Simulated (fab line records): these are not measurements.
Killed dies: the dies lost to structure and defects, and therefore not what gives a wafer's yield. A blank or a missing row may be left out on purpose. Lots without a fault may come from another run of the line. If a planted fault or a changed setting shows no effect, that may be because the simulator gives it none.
Problem report in the 8D (eight disciplines) form, filled by code    flow berkeley_cmos170    the parts of the form that need people (team, actions taken, sign-off) are left out

== 1. WHAT WENT WRONG ==
Wafers free of any fault read 211.5 nm (standard deviation 2.1) for PWELL_NITRIDE_THK at UCB170_PWELL_THK_MEAS_06, against a mean of 185.0 nm on 9 wafers of 3 lots. Relative to the usual mean, that is a shift of -13 standard deviations.
Earliest sighting: wafer L750.3 on film_metro-04 at day 5 16:50. The record has a number at this step for 45 wafers belonging to 15 lots. By rule, "out" or "out of limits" means more than 4 standard deviations away from the usual mean. All remaining wafers that have a number are taken as sound.

== 2. WHAT IT IS; WHAT IT IS NOT ==
question                     is                            is not
which readings at this step  PWELL_NITRIDE_THK             -
which lots                   L750, L757, L758              L739, L740, L741, L742, L743, L744, L745, L746, L747, L748, L761, L762
which wafers of those lots   all that have a number        -
read on which gauges         film_metro-01, film_metro-04  film_metro-02
when                         from day 5 16:50              up to then (30 sound wafers); but 6 sound wafers of L761, L762 came after

== 3. WHAT RULES OUT EACH SUSPECT ==
Counting: a tool at a process step up to the reading stays a suspect if it ran every lot that is out and no sound lot after the first of them.
- the gauge at UCB170_PWELL_THK_MEAS_06 has been ruled out. The wafers that are out were read on 2 gauges (film_metro-01, film_metro-04).
- lpcvd-02 at UCB170_PWELL_CVD_05 (deposits Si3N4 from SiH2Cl2/NH3, target thk 220 nm, time 3168 s): kept. It ran every lot that is out, first L750 (day 5 14:55), and no sound lot after that; its last sound lot up to then is L748 (day 5 03:26).
Remaining after the count: lpcvd-02 at UCB170_PWELL_CVD_05.

== 4. THE CAUSE (what the simulator had put in) ==
Site profile drift: lpcvd-02, from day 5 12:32 on, at UCB170_PWELL_CVD_05. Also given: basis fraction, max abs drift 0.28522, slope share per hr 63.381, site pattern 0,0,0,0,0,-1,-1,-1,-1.
Only this tool survived the counting.

== 5. SEQUENCE OF EFFECTS, ordered by route ==
Each row: a reading whose mean over the struck wafers that have a number lies more than 3 standard deviations from the usual. Scope: only readings with a usual standard deviation given in the record; hours: median across lots of the time from each lot's start at the first step in this table that gives one to its start at this step; sigmas: change in usual standard deviations.
hours  step                      reading            usual       on struck wafers  change  sigmas
0      UCB170_PWELL_THK_MEAS_06  PWELL_NITRIDE_THK  211.5 nm    185.0             -26.5   -13
1      UCB170_PWELL_ETCH_14      oes_product_au     0.915 a.u.  0.847             -0.068  -4.8
Here are the process steps it includes:
- UCB170_PWELL_ETCH_14: etches Si3N4 in CH3F/Ar/O2, stops on SiO2, target depth 242 nm, time 151 s.
Later measuring or inspecting steps at which every struck wafer that the step has a row for has a number for every such reading, and none has moved that far: UCB170_ACTIVE_OVL_MEAS_14.

== 6. HOW IT WOULD HAVE BEEN CAUGHT EARLIER ==
4 hours passed between the start of the fault at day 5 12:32 and the first reading out of limits at a measuring or inspecting step in this record, taken at day 5 16:50.
No tool reading at UCB170_PWELL_CVD_05 that has a usual standard deviation in the record was out on any struck wafer, so an alarm limit of 4 standard deviations on those readings would not have fired.
L757, L758, from the lots that are out (3), started UCB170_PWELL_CVD_05 on lpcvd-02 later than day 5 16:50. A hold on the tool at that time would have spared those 2.
